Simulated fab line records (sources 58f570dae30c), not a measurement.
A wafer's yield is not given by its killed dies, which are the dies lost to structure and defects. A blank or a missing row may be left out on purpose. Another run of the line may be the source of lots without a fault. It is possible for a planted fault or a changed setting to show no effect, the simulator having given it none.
fab line records	flow berkeley_cmos170
record lots=5	wafers=23
route steps=331 shown START@3 NWELL@18 ACTIVE@71 SACOX@98 NVT@111 PVT@122 PLDD@154 NLDD@166 PSD@183
start_h: hours from the record's opening day to when the first of the lot's shown wafers began	wait_h: hours since the lot's step before	" unchanged from the row above	L1.1+2: a row that stands for several wafers	- no value, or no start was given	* or withheld: withheld	< > ~ a bound
route shown NAME@n: names a module that has steps shown in the file, with the first one's number in the route	usual: the fault-free wafers' mean and standard deviation	same: alike in all rows	chamber/n: place in a boat	sites: each site's reading	_std_site: standard deviation of those values	_edge_site: inner sites' mean taken away from outer sites' mean	radius_mm: for every site, how far away it sits from the centre of the wafer	mask NAME#n: copy n	behind: tool/chamber where the wafer was last shaped	hold: the reason the lot was held/the length of the hold in hours/how it ended	device: the transistor (n, p or np) that didn't switch	end of line: the route-end tests of the same wafers	where a step has no rows: the recipe by itself	killed: count of dies lost to structure and defects at first sort (not the wafer's yield)	map: per-die view of a wafer (x killed, . not killed, _ where there is no die)
set.NAME: the setting the step ran with; set.NAME@STEP: the setting that earlier step ran with	model.NAME: the simulator's own value behind a step, which no gauge read
lots with deliberately changed settings; one table per step, one row per wafer
## steps
# step UCB170_START_OXIDATION_02
# recipe temp_c=950	ambient=O2	target_thk_a=200	ox_time_s=1800
lot.wafer	tool	chamber	start_h	wait_h	set.temp_c	model.SiO2_of_START_OXIDATION_02.thk_nm
L076.1	-	-	-	2.2	941.3	18.21
L076.2	"	-	"	"	941.3	18.2
L076.3	"	-	"	"	941.3	18.28
L076.4	"	-	"	"	941.3	18.24
L076.5	"	-	"	"	941.3	18.51
L077.2	-	-	-	1.6	959.1	21.57
L077.3	"	-	"	"	959.1	21.62
L077.4	"	-	"	"	959.1	21.4
L077.5	"	-	"	"	959.1	21.8
L077.6	"	-	"	"	959.1	21.61
L078.2	-	-	-	2.6	957.4	21.65
L078.3	"	-	"	"	957.4	21.25
L078.4	"	-	"	"	957.4	21.41
L078.5	"	-	"	"	957.4	21.47
L078.6	"	-	"	"	957.4	21.53
L080.1	-	-	-	4.0	925.5	15.08
L080.2+4	"	-	"	"	925.5	15.37
L080.3+6	"	-	"	"	925.5	15.12
L081.2	furnace-01	0	47.82	2.7	950	20.27
L081.3	"	0	"	"	950	20.3
L081.6	"	0	"	"	950	20.26
# step UCB170_START_THK_MEAS_03
# recipe reads=SiO2_of_START_OXIDATION_02
# usual START_OXIDE_THK=20.0/0.32
lot.wafer	tool	chamber	start_h	wait_h	set.temp_c@START_OXIDATION_02	START_OXIDE_THK[nm]
L076.1	film_metro-01	-	-	-	941.3	18.2
L076.2	"	-	"	"	941.3	18.2
L076.3	"	-	"	"	941.3	18.3
L076.4	"	-	"	"	941.3	18.3
L076.5	"	-	"	"	941.3	18.5
L077.2	film_metro-02	-	-	-	959.1	21.6
L077.3	"	-	"	"	959.1	21.6
L077.4	"	-	"	"	959.1	21.4
L077.5	"	-	"	"	959.1	21.8
L077.6	"	-	"	"	959.1	21.6
L078.2	film_metro-02	-	-	-	957.4	21.6
L078.3	"	-	"	"	957.4	21.3
L078.4	"	-	"	"	957.4	21.4
L078.5	"	-	"	"	957.4	21.5
L078.6	"	-	"	"	957.4	21.5
L080.1	film_metro-04	-	-	-	925.5	15.1
L080.2	"	-	"	"	925.5	15.4
L080.3	"	-	"	"	925.5	15.1
L080.4	"	-	"	"	925.5	15.4
L080.6	"	-	"	"	925.5	15.1
L081.2	film_metro-02	-	49.33	0.0	950	20.3
L081.3	"	-	"	"	950	20.3
L081.6	"	-	"	"	950	20.3
# step UCB170_NWELL_CVD_04
# recipe material=Si3N4	target_thk_nm=224	temp_c=800	precursor=SiH2Cl2/NH3	time_s=3360	pressure_mtorr=200	sih2cl2_flow_sccm=25	nh3_flow_sccm=75
lot.wafer	tool	chamber	start_h	wait_h	set.time_s	model.Si3N4_of_NWELL_CVD_04.thk_nm
L076.1+3	-	-	-	0.0	3863	259.3
L076.2	"	-	"	"	3863	257.3
L076.4	"	-	"	"	3863	256.3
L076.5	"	-	"	"	3863	257.7
L077.2	-	-	-	0.5	3360	223
L077.3	"	-	"	"	3360	223.7
L077.4	"	-	"	"	3360	225.2
L077.5	"	-	"	"	3360	223.5
L077.6	"	-	"	"	3360	223.2
L078.2	-	-	-	1.0	3118	211.5
L078.3	"	-	"	"	3118	211.9
L078.4	"	-	"	"	3118	210.7
L078.5	"	-	"	"	3118	212
L078.6	"	-	"	"	3118	212.5
L080.1	-	-	-	0.0	2895	191.4
L080.2	"	-	"	"	2895	190.2
L080.3	"	-	"	"	2895	189.5
L080.4	"	-	"	"	2895	190
L080.6	"	-	"	"	2895	189
L081.2	lpcvd-02	1	61.28	0.0	3360	219.6
L081.3	"	1	"	"	3360	220.3
L081.6	"	1	"	"	3360	222.3
# step UCB170_NWELL_THK_MEAS_05
# recipe reads=Si3N4_of_NWELL_CVD_04
# usual NWELL_NITRIDE_THK=223.2/2.2
lot.wafer	tool	chamber	start_h	wait_h	set.time_s@NWELL_CVD_04	NWELL_NITRIDE_THK[nm]
L076.1	film_metro-02	-	-	-	3863	259.4
L076.2	"	-	"	"	3863	257.1
L076.3	"	-	"	"	3863	259.2
L076.4	"	-	"	"	3863	256.4
L076.5	"	-	"	"	3863	257.7
L077.2	film_metro-03	-	-	-	3360	223.1
L077.3	"	-	"	"	3360	223.8
L077.4	"	-	"	"	3360	225.2
L077.5	"	-	"	"	3360	223.4
L077.6	"	-	"	"	3360	223.2
L078.2	film_metro-02	-	-	-	3118	211.6
L078.3	"	-	"	"	3118	211.8
L078.4	"	-	"	"	3118	210.7
L078.5	"	-	"	"	3118	211.8
L078.6	"	-	"	"	3118	212.6
L080.1	film_metro-02	-	-	-	2895	191.4
L080.2	"	-	"	"	2895	190.3
L080.3	"	-	"	"	2895	189.4
L080.4	"	-	"	"	2895	190.0
L080.6	"	-	"	"	2895	188.9
L081.2	film_metro-03	-	63.23	0.0	3360	219.5
L081.3	"	-	"	"	3360	220.3
L081.6	"	-	"	"	3360	222.1
# step UCB170_NWELL_HMDS_06
# recipe prime_time_s=60	prime_temp_c=100
# step UCB170_NWELL_COAT_07
# recipe resist=KrF	spin_rpm=1500	resist_thk_nm=900
# step UCB170_NWELL_DEVELOP_11
# recipe developer=TMAH	develop_time_s=45	resist=KrF	dev_temp_c=21
# step UCB170_NWELL_ETCH_13
# recipe chemistry=CH3F/Ar/O2	target=Si3N4	stop_on=SiO2	CH3F_flow_sccm=20	Ar_flow_sccm=50	O2_flow_sccm=7	pressure_mtorr=50	rf_w=450	target_depth_a=2464	over_etch_frac=0.1	time_s=150.5
# usual oes_product_au=0.948/0.016
lot.wafer	tool	chamber	start_h	wait_h	set.time_s@NWELL_CVD_04	oes_product_au	model.etch.depth_nm
L076.1	rie_diel-02	3	38.81	0.0	3863	1.038	-
L076.2	"	2	"	"	3863	0.992	244.6
L076.3	"	1	"	"	3863	1.006	243
L076.4	"	2	"	"	3863	0.992	-
L076.5	"	3	"	"	3863	1.041	-
L077.2	rie_diel-04	3	45.46	0.0	3360	0.948	-
L077.3	"	1	"	"	3360	0.940	223.7
L077.4	"	2	"	"	3360	0.961	-
L077.5	"	2	"	"	3360	0.962	-
L077.6	"	1	"	"	3360	0.947	-
L078.2	rie_diel-04	2	56.94	0.0	3118	0.930	211.5
L078.3	"	1	"	"	3118	0.920	211.9
L078.4	"	0	"	"	3118	0.925	-
L078.5	"	1	"	"	3118	0.915	-
L078.6	"	0	"	"	3118	0.922	-
L080.1	rie_diel-04	3	61.52	0.0	2895	0.867	-
L080.2	"	1	"	"	2895	0.862	-
L080.3	"	2	"	"	2895	0.877	-
L080.4	"	0	"	"	2895	0.863	-
L080.6	"	2	"	"	2895	0.869	189
L081.2	rie_diel-01	1	64.28	0.0	3360	0.931	219.6
L081.3	"	2	"	"	3360	0.940	220.3
L081.6	"	1	"	"	3360	0.944	222.3
# step UCB170_NWELL_IMPLANT_14
# recipe species=P	dose_cm2=1e+13	energy_kev=150	tilt_deg=7
lot.wafer	tool	chamber	start_h	wait_h	set.energy_kev	model.implant.rp_nm	model.implant.drp_nm
L076.1+2+5	implanter-03	0	38.91	0.1	156.6	193.4	64.78
L076.3+4	"	0	"	"	150	184.9	62.72
L077.2+3+4+5+6	implanter-03	0	45.58	0.1	150	190.8	62.72
L078.2+3+5	implanter-01	0	57.07	0.1	144.6	178.4	60.95
L078.4+6	"	0	"	"	150	185.4	62.72
L080.1+4	implanter-01	0	61.62	0.1	143.1	171.8	60.45
L080.2+3+6	"	0	"	"	150	180.5	62.72
L081.2+3+6	implanter-02	0	64.41	0.1	150	180.2	62.72
# step UCB170_ACTIVE_PEB_11
# recipe peb_temp_c=130	peb_time_s=withheld	resist=KrF
lot.wafer	tool	chamber	start_h	wait_h	set.peb_temp_c
L076.1+3	litho_track-02	0	86.57	0.1	130
L076.2+4+5	"	0	"	"	128.6
L077.2+6	litho_track-02	0	90.49	0.2	128.4
L077.3+4+5	"	0	"	"	130
L078.2+5	litho_track-03	0	105.30	0.1	131
L078.3+4+6	"	0	"	"	130
L080.1+2+3+4+6	litho_track-02	0	111.30	0.3	130
L081.2+3+6	litho_track-03	0	116.44	0.1	130
# step UCB170_ACTIVE_DEVELOP_12
# recipe developer=TMAH	develop_time_s=45	resist=KrF	dev_temp_c=21
# step UCB170_ACTIVE_CD_MEAS_13
# recipe target_cd_nm=1200
# usual cd_nm=1199.8/1.2
lot.wafer	tool	chamber	start_h	wait_h	set.peb_temp_c@ACTIVE_PEB_11	cd_nm
L076.1	cd_sem-02	-	86.85	-	130	1201.5
L076.2	"	-	"	"	128.6	1211.3
L076.3	"	-	"	"	130	1201.5
L076.4	"	-	"	"	128.6	1212.0
L076.5	"	-	"	"	128.6	1210.7
L077.2	cd_sem-01	-	90.76	-	128.4	1209.8
L077.3	"	-	"	"	130	1198.9
L077.4	"	-	"	"	130	1198.6
L077.5	"	-	"	"	130	1197.7
L077.6	"	-	"	"	128.4	1210.2
L078.2	cd_sem-02	-	105.57	-	131	1195.1
L078.3	"	-	"	"	130	1202.6
L078.4	"	-	"	"	130	1201.1
L078.5	"	-	"	"	131	1192.5
L078.6	"	-	"	"	130	1198.6
L080.1	cd_sem-02	-	111.58	-	130	1200.0
L080.2	"	-	"	"	130	1199.2
L080.3	"	-	"	"	130	1200.8
L080.4	"	-	"	"	130	1199.1
L080.6	"	-	"	"	130	1198.8
L081.2	cd_sem-02	-	116.71	-	130	1199.4
L081.3	"	-	"	"	130	1199.3
L081.6	"	-	"	"	130	1199.3
# step UCB170_ACTIVE_ETCH_15
# recipe chemistry=CH3F/Ar/O2	target=Si3N4	stop_on=SiO2	CH3F_flow_sccm=20	Ar_flow_sccm=50	O2_flow_sccm=7	pressure_mtorr=50	rf_w=450	target_depth_a=2420	over_etch_frac=0.1	time_s=151
lot.wafer	tool	chamber	start_h	wait_h	set.peb_temp_c@ACTIVE_PEB_11	model.ACTIVE.cd_nm
L076.1+3	rie_diel-04	2,0	87.00	0.0	130	1202
L076.2+5	"	1,2	"	"	128.6	1211
L076.4	"	3	"	"	128.6	1212
L077.2+6	rie_diel-02	1	90.90	0.0	128.4	1210
L077.3	"	0	"	"	130	1199
L077.4+5	"	2	"	"	130	1198
L078.2	rie_diel-02	0	105.71	0.0	131	1195
L078.3	"	1	"	"	130	1203
L078.4	"	3	"	"	130	1201
L078.5	"	3	"	"	131	1193
L078.6	"	0	"	"	130	1199
L080.1+4	rie_diel-04	0,2	111.73	0.0	130	1200
L080.2+6	"	3	"	"	130	1199
L080.3	"	1	"	"	130	1201
L081.2+3+6	rie_diel-04	2,3,1	116.85	0.0	130	1199
# step UCB170_ACTIVE_STRIP_16
# recipe chemistry=O2	power_w=400	pressure_mtorr=3500	platen_temp_c=withheld	o2_flow_sccm=400	overash_fraction=0.5
# step UCB170_ACTIVE_CD_MEAS_90
# recipe target_cd_nm=1200
# usual cd_nm=1199.9/1.2
lot.wafer	tool	chamber	start_h	wait_h	set.peb_temp_c@ACTIVE_PEB_11	cd_nm
L076.1	cd_sem-02	-	87.20	0.1	130	1201.7
L076.2	"	-	"	"	128.6	1211.3
L076.3	"	-	"	"	130	1202.1
L076.4	"	-	"	"	128.6	1212.3
L076.5	"	-	"	"	128.6	1210.8
L077.2	cd_sem-01	-	91.12	0.1	128.4	1210.1
L077.3	"	-	"	"	130	1198.8
L077.4	"	-	"	"	130	1198.0
L077.5	"	-	"	"	130	1198.0
L077.6	"	-	"	"	128.4	1210.4
L078.2	cd_sem-02	-	105.93	0.1	131	1195.4
L078.3	"	-	"	"	130	1202.7
L078.4	"	-	"	"	130	1201.2
L078.5	"	-	"	"	131	1193.0
L078.6	"	-	"	"	130	1198.3
L080.1	cd_sem-01	-	111.93	0.1	130	1199.8
L080.2	"	-	"	"	130	1199.5
L080.3	"	-	"	"	130	1200.9
L080.4	"	-	"	"	130	1199.6
L080.6	"	-	"	"	130	1199.3
L081.2	cd_sem-02	-	117.07	0.1	130	1199.1
L081.3	"	-	"	"	130	1199.8
L081.6	"	-	"	"	130	1199.2
# step UCB170_SACOX_OXIDATION_01
# recipe temp_c=900	ambient=O2	target_thk_a=144	ox_time_s=2400
lot.wafer	tool	chamber	start_h	wait_h	set.temp_c	model.SiO2_of_SACOX_OXIDATION_01.thk_nm
L076.1	-	-	-	3.5	900	14.36
L076.2	"	-	"	"	900	14.03
L076.3	"	-	"	"	900	14.43
L076.4	"	-	"	"	900	14.27
L076.5	"	-	"	"	900	14.28
L077.2	-	-	-	3.5	900	14.48
L077.3	"	-	"	"	900	14.85
L077.4+5	"	-	"	"	900	14.67
L077.6	"	-	"	"	900	14.58
L078.2	-	-	-	1.6	914.9	16.98
L078.3	"	-	"	"	914.9	17.02
L078.4	"	-	"	"	914.9	17.1
L078.5	"	-	"	"	914.9	16.89
L078.6	"	-	"	"	914.9	17.07
L080.1	-	-	-	1.5	918.9	17.43
L080.2	"	-	"	"	918.9	17.88
L080.3	"	-	"	"	918.9	17.6
L080.4	"	-	"	"	918.9	17.51
L080.6	"	-	"	"	918.9	17.71
L081.2	furnace-01	0	133.76	2.7	900	14.83
L081.3	"	0	"	"	900	14.74
L081.6	"	0	"	"	900	14.72
# step UCB170_SACOX_THK_MEAS_02
# recipe reads=SiO2_of_SACOX_OXIDATION_01
# usual SACOX_OXIDE_THK=14.47/0.23
lot.wafer	tool	chamber	start_h	wait_h	set.temp_c@SACOX_OXIDATION_01	SACOX_OXIDE_THK[nm]
L076.1	film_metro-02	-	-	-	900	14.38
L076.2	"	-	"	"	900	14.06
L076.3	"	-	"	"	900	14.41
L076.4	"	-	"	"	900	14.26
L076.5	"	-	"	"	900	14.30
L077.2	film_metro-03	-	-	-	900	14.49
L077.3	"	-	"	"	900	14.83
L077.4	"	-	"	"	900	14.66
L077.5	"	-	"	"	900	14.69
L077.6	"	-	"	"	900	14.56
L078.2	film_metro-03	-	-	-	914.9	16.99
L078.3	"	-	"	"	914.9	16.97
L078.4	"	-	"	"	914.9	17.17
L078.5	"	-	"	"	914.9	16.86
L078.6	"	-	"	"	914.9	17.09
L080.1	film_metro-01	-	-	-	918.9	17.43
L080.2	"	-	"	"	918.9	17.90
L080.3	"	-	"	"	918.9	17.60
L080.4	"	-	"	"	918.9	17.50
L080.6	"	-	"	"	918.9	17.73
L081.2	film_metro-03	-	135.43	0.0	900	14.84
L081.3	"	-	"	"	900	14.76
L081.6	"	-	"	"	900	14.77
# step UCB170_NVT_IMPLANT_07
# recipe species=BF2	dose_cm2=3e+12	energy_kev=50	tilt_deg=7
lot.wafer	tool	chamber	start_h	wait_h	set.energy_kev	model.implant.rp_nm	model.implant.drp_nm
L076.1+3+5	implanter-03	0	121.39	0.0	47.22	35.73	17.83
L076.2+4	"	0	"	"	50	37.81	18.57
L077.2+5+6	implanter-01	0	121.65	0.0	48.45	36.86	18.15
L077.3+4	"	0	"	"	50	38.02	18.57
L078.2+4	implanter-01	0	133.55	0.0	50.93	37.55	18.82
L078.3+5+6	"	0	"	"	50	36.87	18.57
L080.1+6	implanter-04	0	142.98	0.0	50	37.75	18.57
L080.2+3+4	"	0	"	"	52.07	39.3	19.12
L081.2+3+6	implanter-03	0	146.77	0.0	50	37.05	18.57
# step UCB170_NVT_STRIP_08
# recipe chemistry=O2	power_w=400	pressure_mtorr=3500	platen_temp_c=withheld	o2_flow_sccm=400	overash_fraction=0.5163
# step UCB170_NVT_TW_MEAS_09
# usual NVT_TW=526/3.1
lot.wafer	tool	chamber	start_h	wait_h	set.energy_kev@NVT_IMPLANT_07	NVT_TW
L076.1	film_metro-02	-	121.64	0.1	47.22	514
L076.2	"	-	"	"	50	524
L076.3	"	-	"	"	47.22	516
L076.4	"	-	"	"	50	521
L076.5	"	-	"	"	47.22	515
L077.2	film_metro-02	-	121.89	0.1	48.45	522
L077.3	"	-	"	"	50	524
L077.4	"	-	"	"	50	527
L077.5	"	-	"	"	48.45	518
L077.6	"	-	"	"	48.45	520
L078.2	film_metro-03	-	133.78	0.1	50.93	525
L078.3	"	-	"	"	50	527
L078.4	"	-	"	"	50.93	527
L078.5	"	-	"	"	50	525
L078.6	"	-	"	"	50	520
L080.1	film_metro-02	-	143.23	0.1	50	523
L080.2	"	-	"	"	52.07	527
L080.3	"	-	"	"	52.07	527
L080.4	"	-	"	"	52.07	529
L080.6	"	-	"	"	50	522
L081.2	film_metro-03	-	147.01	0.1	50	524
L081.3	"	-	"	"	50	524
L081.6	"	-	"	"	50	526
# step UCB170_PVT_IMPLANT_07
# recipe species=P	dose_cm2=2e+12	energy_kev=30	tilt_deg=7
lot.wafer	tool	chamber	start_h	wait_h	set.energy_kev	model.implant.rp_nm	model.implant.drp_nm
L077.2+5	implanter-03	0	123.49	0.0	30	37.58	16.56
L077.3+4+6	"	0	"	"	31.49	39.35	17.25
L076.1+2+5	implanter-01	0	123.54	0.0	31.31	38.47	17.17
L076.3+4	"	0	"	"	30	36.94	16.56
L078.2+3+4+5+6	implanter-02	0	135.26	0.0	30	37.28	16.56
L080.1+2+3	implanter-03	0	144.34	0.0	30	37.98	16.56
L080.4+6	"	0	"	"	29.22	37.31	16.3
L081.2+3+6	implanter-03	0	149.72	0.0	30	37.32	16.56
# step UCB170_PLDD_IMPLANT_09
# recipe species=BF2	dose_cm2=5e+13	energy_kev=10	tilt_deg=7	rotation_deg=180
lot.wafer	tool	chamber	start_h	wait_h	set.dose_cm2
L077.2+3	implanter-03	0	137.32	0.1	5e+13
L077.4+5+6	"	0	"	"	5.109e+13
L076.1+3	implanter-02	0	137.57	0.1	5.375e+13
L076.2+4+5	"	0	"	"	5e+13
L078.2+5+6	implanter-04	0	151.79	0.1	5e+13
L078.3+4	"	0	"	"	4.657e+13
L080.1+3	implanter-02	0	157.45	0.1	5.248e+13
L080.2+4+6	"	0	"	"	5e+13
L081.2+3+6	implanter-04	0	164.33	0.1	5e+13
# step UCB170_NLDD_IMPLANT_08
# recipe species=As	dose_cm2=5e+13	energy_kev=30	tilt_deg=7	rotation_deg=0
lot.wafer	tool	chamber	start_h	wait_h	set.energy_kev	model.implant.rp_nm	model.implant.drp_nm
L077.2+3+5	implanter-04	0	139.20	0.0	31.08	22.36	9.863
L077.4+6	"	0	"	"	30	21.76	9.611
L076.1+3+5	implanter-02	0	139.45	0.0	28.7	19.98	9.306
L076.2+4	"	0	"	"	30	20.67	9.611
L078.2+5	implanter-04	0	153.48	0.0	30	21.19	9.611
L078.3+4+6	"	0	"	"	30.72	21.58	9.779
L080.1+4	implanter-04	0	159.22	0.0	28.75	20.9	9.318
L080.2+3+6	"	0	"	"	30	21.59	9.611
L081.2+3+6	implanter-04	0	166.16	0.0	30	21.56	9.611
# step UCB170_PSD_IMPLANT_08
# recipe species=B	dose_cm2=3e+15	energy_kev=20	tilt_deg=7
lot.wafer	tool	chamber	start_h	wait_h	set.energy_kev	model.implant.rp_nm	model.implant.drp_nm
L076.1+2+3+4+5	implanter-03	0	147.14	0.0	20	64.53	28.34
L077.2+3+4+5+6	implanter-04	0	148.02	0.0	20	67.46	28.34
L078.2+3+5	implanter-03	0	159.49	0.0	20	64.8	28.34
L078.4+6	"	0	"	"	19.59	63.48	27.93
L080.1+2	implanter-03	0	165.41	0.0	20.71	67.52	29.11
L080.3+4+6	"	0	"	"	20	65.23	28.34
L081.2+3+6	implanter-03	0	172.65	0.0	20	65.2	28.34
# step UCB170_PSD_STRIP_09
# recipe chemistry=O2	power_w=400	pressure_mtorr=3500	platen_temp_c=withheld	o2_flow_sccm=400	overash_fraction=0.5
# usual strip_time_to_endpoint_s=29.41/0.067
lot.wafer	tool	chamber	start_h	wait_h	set.energy_kev@PSD_IMPLANT_08	strip_time_to_endpoint_s
L076.1	plasma_asher-04	1	147.29	0.1	20	29.46
L076.2	"	0	"	"	20	29.44
L076.3	"	1	"	"	20	29.45
L076.4	"	0	"	"	20	29.40
L076.5	"	1	"	"	20	29.46
L077.2	plasma_asher-01	0	148.14	0.1	20	29.32
L077.3	"	1	"	"	20	29.34
L077.4	"	0	"	"	20	29.45
L077.5	"	1	"	"	20	29.35
L077.6	"	0	"	"	20	29.33
L078.2	plasma_asher-01	0	159.61	0.1	20	29.60
L078.3	"	1	"	"	20	29.58
L078.4	"	0	"	"	19.59	29.34
L078.5	"	0	"	"	20	29.50
L078.6	"	1	"	"	19.59	29.27
L080.1	plasma_asher-02	1	165.56	0.1	20.71	29.79
L080.2	"	0	"	"	20.71	29.81
L080.3	"	1	"	"	20	29.46
L080.4	"	0	"	"	20	29.49
L080.6	"	0	"	"	20	29.53
L081.2	plasma_asher-02	1	172.77	0.1	20	29.41
L081.3	"	1	"	"	20	29.40
L081.6	"	0	"	"	20	29.40
## key
split step=UCB170_START_OXIDATION_02	setting=temp_c	stated=950	by=lot
response step=UCB170_START_OXIDATION_02	reading=model.SiO2_of_START_OXIDATION_02.thk_nm	change=+1.84	per=1%	r=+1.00
response step=UCB170_START_THK_MEAS_03	reading=START_OXIDE_THK	change=+1.84	per=1%	r=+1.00
split step=UCB170_NWELL_CVD_04	setting=time_s	stated=3360	by=lot
response step=UCB170_NWELL_CVD_04	reading=model.Si3N4_of_NWELL_CVD_04.thk_nm	change=+2.28	per=1%	r=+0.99
response step=UCB170_NWELL_THK_MEAS_05	reading=NWELL_NITRIDE_THK	change=+2.28	per=1%	r=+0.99
response step=UCB170_NWELL_ETCH_13	reading=oes_product_au	change=+0.00484	per=1%	r=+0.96
response step=UCB170_NWELL_ETCH_13	reading=model.etch.depth_nm	change=+1.69	per=1%	r=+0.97
split step=UCB170_NWELL_IMPLANT_14	setting=energy_kev	stated=150	by=wafer
response step=UCB170_NWELL_IMPLANT_14	reading=model.implant.rp_nm	change=+1.91	per=1%	r=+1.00
response step=UCB170_NWELL_IMPLANT_14	reading=model.implant.drp_nm	change=+0.484	per=1%	r=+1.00
split step=UCB170_ACTIVE_PEB_11	setting=peb_temp_c	stated=130	by=wafer
response step=UCB170_ACTIVE_CD_MEAS_13	reading=cd_nm	change=-9.26	per=1%	r=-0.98
response step=UCB170_ACTIVE_ETCH_15	reading=model.ACTIVE.cd_nm	change=-9.32	per=1%	r=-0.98
response step=UCB170_ACTIVE_CD_MEAS_90	reading=cd_nm	change=-9.22	per=1%	r=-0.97
split step=UCB170_SACOX_OXIDATION_01	setting=temp_c	stated=900	by=lot
response step=UCB170_SACOX_OXIDATION_01	reading=model.SiO2_of_SACOX_OXIDATION_01.thk_nm	change=+1.48	per=1%	r=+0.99
response step=UCB170_SACOX_THK_MEAS_02	reading=SACOX_OXIDE_THK	change=+1.48	per=1%	r=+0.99
split step=UCB170_NVT_IMPLANT_07	setting=energy_kev	stated=50	by=wafer
response step=UCB170_NVT_IMPLANT_07	reading=model.implant.rp_nm	change=+0.374	per=1%	r=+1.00
response step=UCB170_NVT_IMPLANT_07	reading=model.implant.drp_nm	change=+0.134	per=1%	r=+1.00
response step=UCB170_NVT_TW_MEAS_09	reading=NVT_TW	change=+1.41	per=1%	r=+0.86
split step=UCB170_PVT_IMPLANT_07	setting=energy_kev	stated=30	by=wafer
response step=UCB170_PVT_IMPLANT_07	reading=model.implant.rp_nm	change=+0.341	per=1%	r=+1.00
response step=UCB170_PVT_IMPLANT_07	reading=model.implant.drp_nm	change=+0.134	per=1%	r=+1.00
split step=UCB170_PLDD_IMPLANT_09	setting=dose_cm2	stated=5e+13	by=wafer
response none in this file
split step=UCB170_NLDD_IMPLANT_08	setting=energy_kev	stated=30	by=wafer
response step=UCB170_NLDD_IMPLANT_08	reading=model.implant.rp_nm	change=+0.162	per=1%	r=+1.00
response step=UCB170_NLDD_IMPLANT_08	reading=model.implant.drp_nm	change=+0.0702	per=1%	r=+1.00
split step=UCB170_PSD_IMPLANT_08	setting=energy_kev	stated=20	by=wafer
response step=UCB170_PSD_IMPLANT_08	reading=model.implant.rp_nm	change=+0.644	per=1%	r=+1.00
response step=UCB170_PSD_IMPLANT_08	reading=model.implant.drp_nm	change=+0.213	per=1%	r=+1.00
response step=UCB170_PSD_STRIP_09	reading=strip_time_to_endpoint_s	change=*	per=1%	r=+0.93
